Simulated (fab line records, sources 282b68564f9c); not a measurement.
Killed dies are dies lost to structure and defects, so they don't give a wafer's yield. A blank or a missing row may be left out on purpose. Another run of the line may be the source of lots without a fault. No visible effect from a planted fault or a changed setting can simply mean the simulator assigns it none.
fab line records	flow rit_cmos	part 1 of 2: steps 1 to 36 of 42
record: lots: 6	wafers: 18	last_day: 7
route steps=202 shown SDANNEAL@156 PSD@157 NSD@158 PLDD@159 NLDD@160 SILICIDE@161 CONTACT@168 M1@184
lots untouched by any fault: they come from a run of this same line in which no faults occurred
start_h: start of the lot's first displayed wafer, in hours after the record's first day	wait_h: hours from the lot's prior step to this one	" unchanged from the row above	L1.1+2: a single row standing in for several wafers	- no value present, or no start provided	* or withheld: withheld	< > ~ a bound
route shown NAME@n: NAME is a module with steps in the file, n the number in the route of the first one	usual: mean/standard deviation taken from wafers without a fault	same: alike in all rows	chamber/n: place in a boat	sites: the reading at each site	_std_site: the values' standard deviation	_edge_site: outer sites' mean less inner sites'	radius_mm: how far each site lies from the wafer's centre	mask NAME#n: copy n	behind: the tool/chamber that last shaped the wafer	hold: why the lot went on hold/how many hours it stayed there/how the hold came to an end	device: whichever transistor did not switch (one of n, p or np)	end of line: the tests these same wafers got at the end of their route	a step given without rows: its recipe and nothing more	killed: count of dies lost to structure and defects at first sort (not the wafer's yield)	map: the dies of a wafer, with x for killed, . for not killed, _ for no die there
set.NAME: the setting as run; set.NAME@STEP: as run at that earlier step	model.NAME: the simulator's own value behind a step, which no gauge read
certain route steps with their lots: each step a table, each wafer a row
services: from which hour (start_h, from the record's first day; less than 0 if before it) a tool's chamber was out of use, for how many hours, and why
== steps ==
step: RIT_SDANNEAL_RTA_03
recipe: temp_c: 1050	time_s: 5	idle_temp_c: 600	ramp_up_c_per_s: 342	ramp_down_c_per_s: 171	cool_to_c: 600	ambient: N2
usual: wafer_temp_C_max: 1053.6/1.1
lot.wafer	tool	chamber	start_h	wait_h	wafer_temp_C_max
L589.1	rtp_anneal-01	0	78.02	0.0	1054.1
L589.4	"	0	"	"	1053.5
L589.5	"	0	"	"	1053.1
L595.4	rtp_anneal-01	0	107.48	0.0	1054.4
L595.5	"	0	"	"	1054.9
L595.6	"	0	"	"	1053.7
L596.1	rtp_anneal-02	0	111.92	0.0	1055.3
L596.4	"	0	"	"	1055.1
L596.5	"	0	"	"	1053.1
L602.1	rtp_anneal-02	0	140.17	0.0	1053.8
L602.2	"	0	"	"	1053.7
L602.4	"	0	"	"	1053.0
L604.3	rtp_anneal-02	0	150.16	0.0	1053.4
L604.5	"	0	"	"	1052.8
L604.6	"	0	"	"	1052.4
L605.1	rtp_anneal-01	0	156.94	0.0	1054.7
L605.4	"	0	"	"	1053.3
L605.6	"	0	"	"	1055.8
step: RIT_SDANNEAL_RS_MEAS_04
recipe: thk_meas_gauge: four-point-probe
usual: PSD_RS: 116.14/0.29
lot.wafer	tool	chamber	start_h	wait_h	PSD_RS[ohm/sq]
L589.1	film_metro-02	-	78.07	0.0	116.09
L589.4	"	-	"	"	116.25
L589.5	"	-	"	"	116.29
L595.4	film_metro-03	-	107.57	0.1	115.97
L595.5	"	-	"	"	115.66
L595.6	"	-	"	"	115.84
L596.1	film_metro-03	-	111.98	0.0	116.08
L596.4	"	-	"	"	116.06
L596.5	"	-	"	"	115.71
L602.1	film_metro-03	-	140.28	0.1	116.77
L602.2	"	-	"	"	116.42
L602.4	"	-	"	"	116.28
L604.3	film_metro-03	-	150.24	0.1	115.99
L604.5	"	-	"	"	115.77
L604.6	"	-	"	"	115.50
L605.1	film_metro-03	-	157.00	0.0	115.88
L605.4	"	-	"	"	115.90
L605.6	"	-	"	"	115.93
step: RIT_SDANNEAL_RS_MEAS_05
recipe: thk_meas_gauge: four-point-probe
usual: NSD_RS: 84.66/0.29
lot.wafer	tool	chamber	start_h	wait_h	NSD_RS[ohm/sq]
L589.1	film_metro-02	-	78.19	0.1	84.80
L589.4	"	-	"	"	84.67
L589.5	"	-	"	"	84.57
L595.4	film_metro-03	-	107.69	0.1	84.82
L595.5	"	-	"	"	84.86
L595.6	"	-	"	"	84.95
L596.1	film_metro-03	-	112.10	0.1	84.51
L596.4	"	-	"	"	84.89
L596.5	"	-	"	"	84.61
L602.1	film_metro-03	-	140.40	0.1	84.61
L602.2	"	-	"	"	84.50
L602.4	"	-	"	"	84.42
L604.3	film_metro-03	-	150.36	0.1	85.08
L604.5	"	-	"	"	85.20
L604.6	"	-	"	"	85.13
L605.1	film_metro-03	-	157.12	0.1	84.48
L605.4	"	-	"	"	84.58
L605.6	"	-	"	"	84.57
step: RIT_SDANNEAL_RS_MEAS_06
recipe: thk_meas_gauge: four-point-probe
usual: PLDD_RS: 179.0/0.46
lot.wafer	tool	chamber	start_h	wait_h	PLDD_RS[ohm/sq]
L589.1	film_metro-02	-	78.31	0.1	178.4
L589.4	"	-	"	"	178.8
L589.5	"	-	"	"	178.4
L595.4	film_metro-03	-	107.81	0.1	178.9
L595.5	"	-	"	"	179.1
L595.6	"	-	"	"	179.5
L596.1	film_metro-03	-	112.22	0.1	178.8
L596.4	"	-	"	"	178.0
L596.5	"	-	"	"	177.8
L602.1	film_metro-03	-	140.52	0.1	179.0
L602.2	"	-	"	"	178.6
L602.4	"	-	"	"	178.6
L604.3	film_metro-03	-	150.48	0.1	178.6
L604.5	"	-	"	"	178.5
L604.6	"	-	"	"	178.5
L605.1	film_metro-03	-	157.24	0.1	178.6
L605.4	"	-	"	"	178.2
L605.6	"	-	"	"	178.6
step: RIT_SDANNEAL_RS_MEAS_07
recipe: thk_meas_gauge: four-point-probe
usual: NLDD_RS: 151.9/0.53
lot.wafer	tool	chamber	start_h	wait_h	NLDD_RS[ohm/sq]
L589.1	film_metro-02	-	78.43	0.1	152.1
L589.4	"	-	"	"	151.9
L589.5	"	-	"	"	151.6
L595.4	film_metro-03	-	107.93	0.1	153.1
L595.5	"	-	"	"	152.3
L595.6	"	-	"	"	152.6
L596.1	film_metro-03	-	112.34	0.1	152.2
L596.4	"	-	"	"	152.3
L596.5	"	-	"	"	152.5
L602.1	film_metro-03	-	140.64	0.1	151.9
L602.2	"	-	"	"	152.2
L602.4	"	-	"	"	152.3
L604.3	film_metro-03	-	150.60	0.1	151.2
L604.5	"	-	"	"	150.6
L604.6	"	-	"	"	151.3
L605.1	film_metro-03	-	157.36	0.1	152.7
L605.4	"	-	"	"	152.7
L605.6	"	-	"	"	152.7
step: RIT_SILICIDE_WET_ETCH_00
recipe: chemistry: BOE	target: SiO2	target_depth_nm: 14	time_s: 15	dry: n2_spin	dilution: 10:1	temp_c: 21.5
step: RIT_SILICIDE_SPUTTER_01
recipe: material: Ti	target_thk_nm: 30	power_w: 350	chamber_pressure_pa: 0.667	gas: Ar	time_s: 240	substrate_temp_c: 25
usual: throttle_valve_pct: 30.3/0.93
lot.wafer	tool	chamber	start_h	wait_h	throttle_valve_pct
L589.1	pvd_sputter-04	-	78.57	0.0	29.5
L589.4	"	-	"	"	30.3
L589.5	"	-	"	"	30.2
L595.4	pvd_sputter-03	-	108.00	0.0	30.9
L595.5	"	-	"	"	31.4
L595.6	"	-	"	"	29.4
L596.1	pvd_sputter-04	-	112.48	0.0	30.3
L596.4	"	-	"	"	29.9
L596.5	"	-	"	"	30.7
L602.1	pvd_sputter-02	-	140.78	0.0	27.4
L602.2	"	-	"	"	29.4
L602.4	"	-	"	"	29.5
L604.3	pvd_sputter-03	-	150.69	0.0	28.8
L604.5	"	-	"	"	30.7
L604.6	"	-	"	"	29.5
L605.1	pvd_sputter-04	-	157.49	0.0	29.9
L605.4	"	-	"	"	30.3
L605.6	"	-	"	"	30.9
step: RIT_SILICIDE_RS_MEAS_02
recipe: thk_meas_gauge: four-point-probe	reads: Ti_of_SILICIDE_SPUTTER_01
usual: SILICIDE_TI_RS: 48.2/0.67
lot.wafer	tool	chamber	start_h	wait_h	SILICIDE_TI_RS[ohm/sq]
L589.1	film_metro-01	-	78.72	0.1	48.1
L589.4	"	-	"	"	48.5
L589.5	"	-	"	"	48.2
L595.4	film_metro-04	-	108.21	0.1	47.9
L595.5	"	-	"	"	48.3
L595.6	"	-	"	"	48.4
L596.1	film_metro-01	-	112.63	0.1	48.2
L596.4	"	-	"	"	47.9
L596.5	"	-	"	"	48.1
L602.1	film_metro-01	-	140.93	0.1	48.5
L602.2	"	-	"	"	47.9
L602.4	"	-	"	"	48.4
L604.3	film_metro-01	-	150.88	0.1	49.0
L604.5	"	-	"	"	48.1
L604.6	"	-	"	"	48.7
L605.1	film_metro-02	-	157.64	0.1	46.9
L605.4	"	-	"	"	47.7
L605.6	"	-	"	"	46.6
step: RIT_SILICIDE_THK_MEAS_03
recipe: thk_meas_gauge: xrf	reads: Ti_of_SILICIDE_SPUTTER_01
usual: SILICIDE_TI_THK: 30.0/0.37
lot.wafer	tool	chamber	start_h	wait_h	SILICIDE_TI_THK[nm]
L589.1	film_metro-01	-	78.84	0.1	30.0
L589.4	"	-	"	"	29.8
L589.5	"	-	"	"	29.9
L595.4	film_metro-04	-	108.30	0.1	30.1
L595.5	"	-	"	"	29.8
L595.6	"	-	"	"	29.9
L596.1	film_metro-01	-	112.75	0.1	29.9
L596.4	"	-	"	"	30.1
L596.5	"	-	"	"	30.0
L602.1	film_metro-01	-	141.05	0.1	29.9
L602.2	"	-	"	"	30.1
L602.4	"	-	"	"	29.9
L604.3	film_metro-01	-	150.98	0.1	29.7
L604.5	"	-	"	"	30.0
L604.6	"	-	"	"	29.7
L605.1	film_metro-02	-	157.76	0.1	30.6
L605.4	"	-	"	"	30.1
L605.6	"	-	"	"	30.7
step: RIT_SILICIDE_RTA_04
recipe: temp_c: 650	time_s: 10	idle_temp_c: 25	ramp_up_s: 5	ramp_down_s: 5	cool_to_c: 25	ambient: N2
step: RIT_SILICIDE_WET_ETCH_05
recipe: chemistry: SPM	target: Ti	temp_c: 90	time_s: 120	dry: n2_spin
step: RIT_SILICIDE_RTA_06
recipe: temp_c: 750	time_s: 10	idle_temp_c: 25	ramp_up_s: 5	ramp_down_s: 10	cool_to_c: 25	ambient: N2
usual: wafer_temp_C_max: 754.7/0.94
lot.wafer	tool	chamber	start_h	wait_h	wafer_temp_C_max
L589.1	rtp_anneal-01	0	79.02	0.0	755.5
L589.4	"	0	"	"	754.6
L589.5	"	0	"	"	754.0
L595.4	rtp_anneal-01	0	108.52	0.0	755.0
L595.5	"	0	"	"	755.9
L595.6	"	0	"	"	755.6
L596.1	rtp_anneal-02	0	112.92	0.0	753.8
L596.4	"	0	"	"	755.0
L596.5	"	0	"	"	755.2
L602.1	rtp_anneal-02	0	141.21	0.0	755.1
L602.2	"	0	"	"	753.7
L602.4	"	0	"	"	754.2
L604.3	rtp_anneal-02	0	151.15	0.0	754.6
L604.5	"	0	"	"	754.0
L604.6	"	0	"	"	754.5
L605.1	rtp_anneal-01	0	157.93	0.0	756.2
L605.4	"	0	"	"	753.9
L605.6	"	0	"	"	755.5
step: RIT_CONTACT_CVD_00
recipe: material: SiO2	target_thk_nm: 400	precursor: TEOS	temp_c: 390	time_s: 61	rf_w: 400
usual: heater_power_w: 299/58
lot.wafer	tool	chamber	start_h	wait_h	heater_power_w	model.SiO2_of_CONTACT_CVD_00.thk_nm
L589.1	pecvd-04	1	79.08	0.1	321	396.6
L589.4	"	1	"	"	235	400
L589.5	"	2	"	"	307	402.7
L595.4	pecvd-04	1	108.58	0.0	317	405.4
L595.5	"	2	"	"	308	404.2
L595.6	"	0	"	"	437	407.8
L596.1	pecvd-03	0	112.98	0.1	245	393.4
L596.4	"	1	"	"	352	399
L596.5	"	0	"	"	172	402.7
L602.1	pecvd-03	0	141.35	0.1	200	396.4
L602.2	"	1	"	"	313	206.1
L602.4	"	2	"	"	237	401.7
L604.3	pecvd-04	2	151.20	0.0	308	390.7
L604.5	"	2	"	"	321	401.6
L604.6	"	1	"	"	254	400.6
L605.1	pecvd-03	1	158.00	0.1	352	210.5
L605.4	"	0	"	"	173	406.6
L605.6	"	2	"	"	204	405.5
step: RIT_CONTACT_THK_MEAS_01
recipe: reads: SiO2_of_CONTACT_CVD_00
usual: CONTACT_TEOS_THK: 400/4.9
lot.wafer	tool	chamber	start_h	wait_h	hold	CONTACT_TEOS_THK[nm]
L589.1	film_metro-01	-	79.13	0.0	-	397
L589.4	"	-	"	"	-	400
L589.5	"	-	"	"	-	403
L595.4	film_metro-03	-	108.63	0.0	-	405
L595.5	"	-	"	"	-	404
L595.6	"	-	"	"	-	408
L596.1	film_metro-03	-	113.04	0.0	-	393
L596.4	"	-	"	"	-	399
L596.5	"	-	"	"	-	403
L602.1	film_metro-03	-	141.40	0.0	await_dispo/0.2h/release	396
L602.2	"	-	"	"	await_dispo/0.2h/release	206
L602.4	"	-	"	"	await_dispo/0.2h/release	402
L602.1	film_metro-03	-	141.63	0.2	-	396
L602.2	"	-	"	"	-	206
L602.4	"	-	"	"	-	402
L604.3	film_metro-03	-	151.27	0.0	-	391
L604.5	"	-	"	"	-	402
L604.6	"	-	"	"	-	401
L605.1	film_metro-04	-	158.05	0.0	await_dispo/0.2h/release	210
L605.4	"	-	"	"	await_dispo/0.2h/release	407
L605.6	"	-	"	"	await_dispo/0.2h/release	406
L605.1	film_metro-04	-	158.28	0.2	-	211
L605.4	"	-	"	"	-	407
L605.6	"	-	"	"	-	405
step: RIT_CONTACT_COAT_03
recipe: resist: NOVOLAK	spin_rpm: 3250	resist_thk_nm: 1000
step: RIT_CONTACT_SOFTBAKE_04
recipe: resist: NOVOLAK	temp_c: 90	time_s: 60
step: RIT_CONTACT_EXPOSE_05
recipe: mask_id: M11	na: 0.6	source_shape: conventional	sigma_outer: 0.5	target_cd_nm: 1000	dose_mj: 250
step: RIT_CONTACT_PEB_06
recipe: resist: NOVOLAK	temp_c: withheld	time_s: withheld
step: RIT_CONTACT_DEVELOP_07
recipe: resist: NOVOLAK	develop_time_s: 120	dev_temp_c: 23
step: RIT_CONTACT_CD_MEAS_08
recipe: target_cd_nm: 1000
usual: cd_nm: 1000.4/2
lot.wafer	tool	chamber	start_h	wait_h	cd_nm
L589.1	cd_sem-01	-	80.38	-	1003.4
L589.4	"	-	"	"	1002.8
L589.5	"	-	"	"	1002.5
L595.4	cd_sem-02	-	109.81	-	999.2
L595.5	"	-	"	"	1000.8
L595.6	"	-	"	"	999.7
L596.1	cd_sem-02	-	114.06	-	1000.0
L596.4	"	-	"	"	1001.3
L596.5	"	-	"	"	1000.5
L602.1	cd_sem-01	-	144.33	-	997.5
L602.2	"	-	"	"	996.1
L602.4	"	-	"	"	997.2
L604.3	cd_sem-02	-	152.31	-	998.9
L604.5	"	-	"	"	999.4
L604.6	"	-	"	"	1000.2
L605.1	cd_sem-01	-	161.06	-	998.9
L605.4	"	-	"	"	998.6
L605.6	"	-	"	"	999.8
step: RIT_CONTACT_OVL_MEAS_09
usual: CONTACT_OVL: 0.6/1.4
lot.wafer	tool	chamber	start_h	wait_h	CONTACT_OVL[nm]
L589.1	overlay-01	-	80.50	0.1	2.7
L589.4	"	-	"	"	2.4
L589.5	"	-	"	"	-0.1
L595.4	overlay-02	-	109.89	0.1	1.9
L595.5	"	-	"	"	-0.5
L595.6	"	-	"	"	0.9
L596.1	overlay-02	-	114.18	0.1	-1.1
L596.4	"	-	"	"	-0.3
L596.5	"	-	"	"	-1.2
L602.1	overlay-01	-	144.45	0.1	1.2
L602.2	"	-	"	"	1.5
L602.4	"	-	"	"	1.1
L604.3	overlay-02	-	152.41	0.1	3.9
L604.5	"	-	"	"	2.3
L604.6	"	-	"	"	1.2
L605.1	overlay-02	-	161.18	0.1	0.1
L605.4	"	-	"	"	1.1
L605.6	"	-	"	"	0.6
step: RIT_CONTACT_HARDBAKE_10
recipe: resist: NOVOLAK	temp_c: 140	time_s: 60
step: RIT_CONTACT_ETCH_11
recipe: target_depth_a: 4800	over_etch_frac: 0.2	stop_on: TiSi2	chemistry: CHF3/CF4/Ar	target: SiO2	CHF3_flow_sccm: 50	cf4_flow_sccm: 10	Ar_flow_sccm: 100	O2_flow_sccm: 5	pressure_mtorr: 100	rf_w: 200	time_s: 320
usual: drypump_motor_current_A: 5.9/0.5	oes_product_au: 0.989/0.015	throttle_valve_pct: 8.85/0.11
lot.wafer	tool	chamber	start_h	wait_h	drypump_motor_current_A	oes_product_au	rf_hours_counter_h	throttle_valve_pct	model.etch.depth_nm	model.CONTACT.feature_depth_nm
L589.1	rie_diel-04	1	80.68	0.1	5.9	0.987	39	8.78	396.6	396.6
L589.4	"	0	"	"	5.5	0.995	152	9.01	400	400
L589.5	"	1	"	"	5.9	0.989	-	8.77	402.7	402.7
L595.4	rie_diel-03	3	110.16	0.1	5.3	0.985	-	8.77	405.4	405.4
L595.5	"	2	"	"	6.5	0.988	-	8.70	404.2	404.2
L595.6	"	0	"	"	6.7	1.004	-	8.77	407.8	407.8
L596.1	rie_diel-04	3	114.37	0.1	6.4	0.999	133	8.85	393.4	393.4
L596.4	"	0	"	"	5.5	0.988	153	9.05	399	399
L596.5	"	3	"	"	6.4	1.007	-	8.86	402.7	402.7
L602.1	rie_diel-02	1	144.64	0.1	5.6	0.998	39	8.94	396.4	396.4
L602.2	"	2	"	"	6.7	0.948	145	8.78	206.1	206.1
L602.4	"	3	"	"	5.0	1.007	69	8.76	401.7	401.7
L604.3	rie_diel-04	3	152.58	0.1	6.5	0.998	134	8.85	390.7	390.7
L604.5	"	2	"	"	5.6	0.963	-	8.88	401.6	401.6
L604.6	"	3	"	"	6.5	1.012	-	8.84	400.6	400.6
L605.1	rie_diel-04	1	161.36	0.1	5.9	0.968	41	8.78	210.5	210.5
L605.4	"	3	"	"	6.5	1.011	134	8.83	406.6	406.6
L605.6	"	2	"	"	5.6	0.965	-	8.89	405.5	405.5
step: RIT_CONTACT_STRIP_12
recipe: chemistry: O2	time_s: 180	resist: NOVOLAK	platen_temp_c: withheld	power_w: 500	pressure_mtorr: 4000	o2_flow_sccm: 4000
usual: drypump_motor_current_A: 5.92/0.18
lot.wafer	tool	chamber	start_h	wait_h	drypump_motor_current_A	rf_hours_counter_h
L589.1	plasma_asher-02	1	80.88	0.1	5.84	43
L589.4	"	1	"	"	5.88	-
L589.5	"	1	"	"	5.86	-
L595.4	plasma_asher-03	1	110.31	0.1	6.32	-
L595.5	"	1	"	"	6.30	-
L595.6	"	0	"	"	5.95	-
L596.1	plasma_asher-02	0	114.56	0.1	5.95	47
L596.4	"	1	"	"	5.88	-
L596.5	"	1	"	"	5.92	-
L602.1	plasma_asher-02	1	144.83	0.1	5.90	50
L602.2	"	0	"	"	5.94	50
L602.4	"	1	"	"	5.89	-
L604.3	plasma_asher-01	1	152.83	0.2	6.05	-
L604.5	"	0	"	"	5.57	-
L604.6	"	1	"	"	6.06	-
L605.1	plasma_asher-01	0	161.56	0.1	5.57	5
L605.4	"	0	"	"	5.55	-
L605.6	"	0	"	"	5.59	-
step: RIT_CONTACT_CD_MEAS_90
recipe: target_cd_nm: 1000
usual: cd_nm: 1000.3/2
lot.wafer	tool	chamber	start_h	wait_h	cd_nm
L589.1	cd_sem-02	-	81.05	0.1	1003.1
L589.4	"	-	"	"	1002.5
L589.5	"	-	"	"	1003.0
L595.4	cd_sem-01	-	110.49	0.1	999.2
L595.5	"	-	"	"	1001.6
L595.6	"	-	"	"	999.1
L596.1	cd_sem-02	-	114.74	0.1	999.8
L596.4	"	-	"	"	1001.4
L596.5	"	-	"	"	1000.5
L602.1	cd_sem-02	-	145.00	0.1	998.1
L602.2	"	-	"	"	995.6
L602.4	"	-	"	"	997.5
L604.3	cd_sem-02	-	152.99	0.1	998.6
L604.5	"	-	"	"	998.9
L604.6	"	-	"	"	1000.3
L605.1	cd_sem-02	-	161.73	0.1	998.9
L605.4	"	-	"	"	997.9
L605.6	"	-	"	"	999.0
step: RIT_CONTACT_CLEAN_13
recipe: chemistry: SC1	mix: 3:3:50	time_s: 600	temp_c: 75
step: RIT_CONTACT_CLEAN_14
recipe: chemistry: SC2	mix: 3:3:50	time_s: 600	temp_c: 75	dry: n2_spin
step: RIT_M1_SPUTTER_00
recipe: material: Al	target_thk_nm: 400	power_w: 2000	chamber_pressure_pa: 0.4	gas: Ar	time_s: 500	substrate_temp_c: 25
usual: throttle_valve_pct: 29.4/0.87
lot.wafer	tool	chamber	start_h	wait_h	throttle_valve_pct
L589.1	pvd_sputter-01	-	81.52	0.0	30.0
L589.4	"	-	"	"	30.0
L589.5	"	-	"	"	30.1
L595.4	pvd_sputter-01	-	110.92	0.0	28.8
L595.5	"	-	"	"	29.9
L595.6	"	-	"	"	29.9
L596.1	pvd_sputter-02	-	115.24	0.0	29.6
L596.4	"	-	"	"	27.1
L596.5	"	-	"	"	27.3
L602.1	pvd_sputter-01	-	145.67	0.0	29.9
L602.2	"	-	"	"	28.7
L602.4	"	-	"	"	29.9
L604.3	pvd_sputter-01	-	153.44	0.0	29.8
L604.5	"	-	"	"	30.1
L604.6	"	-	"	"	30.0
L605.1	pvd_sputter-02	-	162.22	0.0	29.3
L605.4	"	-	"	"	27.5
L605.6	"	-	"	"	29.5
step: RIT_M1_RS_MEAS_01
recipe: thk_meas_gauge: four-point-probe	reads: Al_of_M1_SPUTTER_00
usual: M1_AL_RS: 0.0736/0.00056
lot.wafer	tool	chamber	start_h	wait_h	M1_AL_RS[ohm/sq]
L589.1	film_metro-01	-	81.82	0.1	0.0739
L589.4	"	-	"	"	0.0735
L589.5	"	-	"	"	0.0739
L595.4	film_metro-02	-	111.27	0.2	0.0740
L595.5	"	-	"	"	0.0731
L595.6	"	-	"	"	0.0739
L596.1	film_metro-03	-	115.54	0.1	0.0735
L596.4	"	-	"	"	0.0736
L596.5	"	-	"	"	0.0739
L602.1	film_metro-02	-	145.96	0.1	0.0730
L602.2	"	-	"	"	0.0734
L602.4	"	-	"	"	0.0728
L604.3	film_metro-02	-	153.77	0.2	0.0734
L604.5	"	-	"	"	0.0739
L604.6	"	-	"	"	0.0740
L605.1	film_metro-02	-	162.57	0.2	0.0727
L605.4	"	-	"	"	0.0739
L605.6	"	-	"	"	0.0733
step: RIT_M1_THK_MEAS_02
recipe: thk_meas_gauge: xrf	reads: Al_of_M1_SPUTTER_00
usual: M1_AL_THK: 409/4.1
lot.wafer	tool	chamber	start_h	wait_h	M1_AL_THK[nm]
L589.1	film_metro-01	-	81.94	0.1	409
L589.4	"	-	"	"	410
L589.5	"	-	"	"	410
L595.4	film_metro-02	-	111.36	0.1	413
L595.5	"	-	"	"	415
L595.6	"	-	"	"	412
L596.1	film_metro-03	-	115.66	0.1	406
L596.4	"	-	"	"	402
L596.5	"	-	"	"	404
L602.1	film_metro-02	-	146.08	0.1	410
L602.2	"	-	"	"	409
L602.4	"	-	"	"	413
L604.3	film_metro-02	-	153.87	0.1	409
L604.5	"	-	"	"	405
L604.6	"	-	"	"	406
L605.1	film_metro-02	-	162.69	0.1	414
L605.4	"	-	"	"	407
L605.6	"	-	"	"	410
step: RIT_M1_HMDS_03
recipe: prime_time_s: 60	prime_temp_c: 140
step: RIT_M1_COAT_04
recipe: resist: NOVOLAK	spin_rpm: 2000	resist_thk_nm: 1300
step: RIT_M1_SOFTBAKE_05
recipe: resist: NOVOLAK	temp_c: 90	time_s: 60
step: RIT_M1_EXPOSE_06
recipe: mask_id: M12	na: 0.6	source_shape: conventional	sigma_outer: 0.5	target_cd_nm: 2600	dose_mj: 250
step: RIT_M1_PEB_07
recipe: resist: NOVOLAK	temp_c: withheld	time_s: withheld
step: RIT_M1_DEVELOP_08
recipe: resist: NOVOLAK	develop_time_s: 68	dev_temp_c: 23
== key ==
first_sign: step: RIT_CONTACT_THK_MEAS_01	reading: visit	direction: added
effect: step: RIT_CONTACT_THK_MEAS_01	reading: CONTACT_TEOS_THK	direction: down	sigmas: 39	usual: 400	struck: 208
model_effect: step: RIT_CONTACT_CVD_00	value: SiO2_of_CONTACT_CVD_00.thk_nm	without: 400.2	struck: 208.3
model_effect: step: RIT_CONTACT_ETCH_11	value: etch.depth_nm	without: 400.2	struck: 208.3
model_effect: step: RIT_M1_METAL_ETCH_12	value: SiO2_of_CONTACT_CVD_00.thk_nm	without: 363.4	struck: 171.4
met_at RIT_CONTACT_CVD_00
struck_wafers L602.2,L605.1
tester_left_out L602,L605
onset_between 112.98 141.35
fault: kind: process_parameter_drift	tool: pecvd-03	chamber: 1	onset_h: 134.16	steps: RIT_CONTACT_CVD_00	channel: target_thk_nm	offset: -193.43	shape: step	end_h: 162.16	stated: 400
tester_left_out: of these lots the tester's yield and bins aren't shown, on N5 and GAA mostly nor the transistor test; their killed dies are dies lost to structure and defects alone, not to doping, threshold or leakage, so they don't give the yield
